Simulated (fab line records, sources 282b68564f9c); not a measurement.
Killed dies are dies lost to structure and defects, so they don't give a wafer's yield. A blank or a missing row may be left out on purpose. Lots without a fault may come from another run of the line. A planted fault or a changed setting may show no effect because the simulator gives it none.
A struck lot beside a sound one | flow rit_cmos | 25 steps out of a route of 202
Sound: wafers L729.2, L729.5, L729.6. Struck: wafers L732.4, L732.5, L732.6. The cause comes at the end.
At each step with rows: each side's tool, then ch and its chambers, then its first start. Under that, the readings that differ: sound wafers | struck wafers | difference of the means | sigmas: that difference in standard deviations of wafers without a fault.
alike: readings whose means differ by less than 2 such deviations, and words and numbers that are the same on both sides. not compared: withheld readings, readings that some wafer has no value for, bounds like >300 that may hide the same value, and numbers for which the record gives no deviation and whose values overlap.
The two part at a step that has a row with sigmas, a row that says differs or no value, or rows on one side only. Numbers that don't overlap but have no deviation are shown without sigmas and don't part them. A reading that every wafer of one side lacks parts them only if that side has two wafers or more.

first, 1 step without rows for these wafers: RIT_PRETRO_IMPLANT_08.
RIT_PRETRO_STRIP_09: strips in O2, time 180 s.
  sound on plasma_asher-04 ch 0,1, day 2 22:55; struck on plasma_asher-03 ch 0,1, day 3 13:20
  reading                     | sound       | struck      | difference | sigmas
  drypump_motor_current_A (A) | 4.9 4.9 5.1 | 6.2 6.1 5.7 | +1.0       | +2
  alike: o2_flow_sccm
  not compared: rf_hours_counter_h
RIT_PRETRO_TW_MEAS_10:
  sound on film_metro-04, day 2 23:06; struck on film_metro-03, day 3 13:29
  reading   | sound       | struck      | difference | sigmas
  PRETRO_TW | 477 483 480 | 473 473 468 | -9         | -3
then, 5 steps without rows for these wafers: RIT_GATE_WET_ETCH_00 (etches SiO2 in BOE, target depth 56 nm, time 60 s); RIT_GATE_CLEAN_01 (cleans in SC1, time 600 s); RIT_GATE_CLEAN_02 (cleans in dHF, time 30 s); RIT_GATE_CLEAN_03 (cleans in SC2, time 600 s); RIT_GATE_CLEAN_04 (cleans in dHF, time 60 s).
RIT_FOX2_THK_MEAS_91:
  sound on film_metro-03, day 2 23:35; struck on film_metro-01, day 3 13:58
  alike: FIELD_OXIDE_LEFT_2_THK
then, 2 steps without rows for these wafers: RIT_GATE_OXIDATION_05 (target thk 3 nm, ox time 270 s); RIT_GATE_ANNEAL_06 (time 600 s).
RIT_GATE_THK_MEAS_07:
  sound on film_metro-03, day 3 00:59; struck on film_metro-02, day 3 16:36
  alike: GATE_OXIDE_THK
RIT_GATE_CVD_08: deposits poly-Si from SiH4, target thk 250 nm, time 2220 s.
  sound on lpcvd-01 ch 1, day 3 01:02; struck on lpcvd-02 ch 1, day 3 18:25
  alike: pressure_mtorr, sih4_flow_sccm, spike_tc_source_C
RIT_GATE_THK_MEAS_09:
  sound on film_metro-01, day 3 02:40; struck on film_metro-03, day 3 20:04
  reading            | sound             | struck            | difference | sigmas
  GATE_POLY_THK (nm) | 249.7 248.2 249.6 | 501.1 497.6 499.3 | +250.2     | +99 or more
then, 6 steps without rows for these wafers: RIT_GATE_HMDS_10 (prime time 60 s); RIT_GATE_COAT_11 (resist thk 850 nm); RIT_GATE_SOFTBAKE_12 (time 60 s); RIT_GATE_EXPOSE_13 (exposes mask M6, target cd 150 nm); RIT_GATE_PEB_14; RIT_GATE_DEVELOP_15 (develop time 50 s).
RIT_GATE_CD_MEAS_16: target cd 150 nm.
  sound on cd_sem-01, day 3 03:42; struck on cd_sem-01, day 3 21:34
  alike: cd_nm
RIT_GATE_OVL_MEAS_17:
  sound on overlay-01, day 3 03:49; struck on overlay-01, day 3 21:39
  alike: GATE_OVL
then, 1 step without rows for these wafers: RIT_GATE_HARDBAKE_18 (time 60 s).
RIT_GATE_ETCH_19: etches poly-Si in SF6/CHF3/O2, stops on SiO2, time 165 s, target depth 312.5 nm.
  sound on rie_si-01 ch 1,2, day 3 04:00; struck on rie_si-02 ch 1,2, day 3 21:49
  reading                          | sound             | struck            | difference | sigmas
  oes_product_au (a.u.)            | 0.845 0.843 0.865 | 0.994 0.997 1.003 | +0.147     | +11
  model.GATE.feature_depth_nm (nm) | 249.6 248.3 249.6 | 310 311.7 312.8   | +62        |
  model.etch.depth_nm (nm)         | 249.6 248.3 249.6 | 310 311.7 312.8   | +62        |
  alike: drypump_motor_current_A, throttle_valve_pct
  not compared: rf_hours_counter_h
RIT_GATE_STRIP_20: strips in O2, time 180 s.
  sound on plasma_asher-01 ch 0,1, day 3 04:07; struck on plasma_asher-02 ch 0,1, day 3 22:12
  alike: drypump_motor_current_A, o2_flow_sccm
  not compared: rf_hours_counter_h

WHERE THEY PART
First at RIT_PRETRO_STRIP_09; last, within this record, at RIT_GATE_ETCH_19. Later steps at which nothing parts them and some readings are alike: RIT_GATE_STRIP_20.

WHY: what the simulator had put in
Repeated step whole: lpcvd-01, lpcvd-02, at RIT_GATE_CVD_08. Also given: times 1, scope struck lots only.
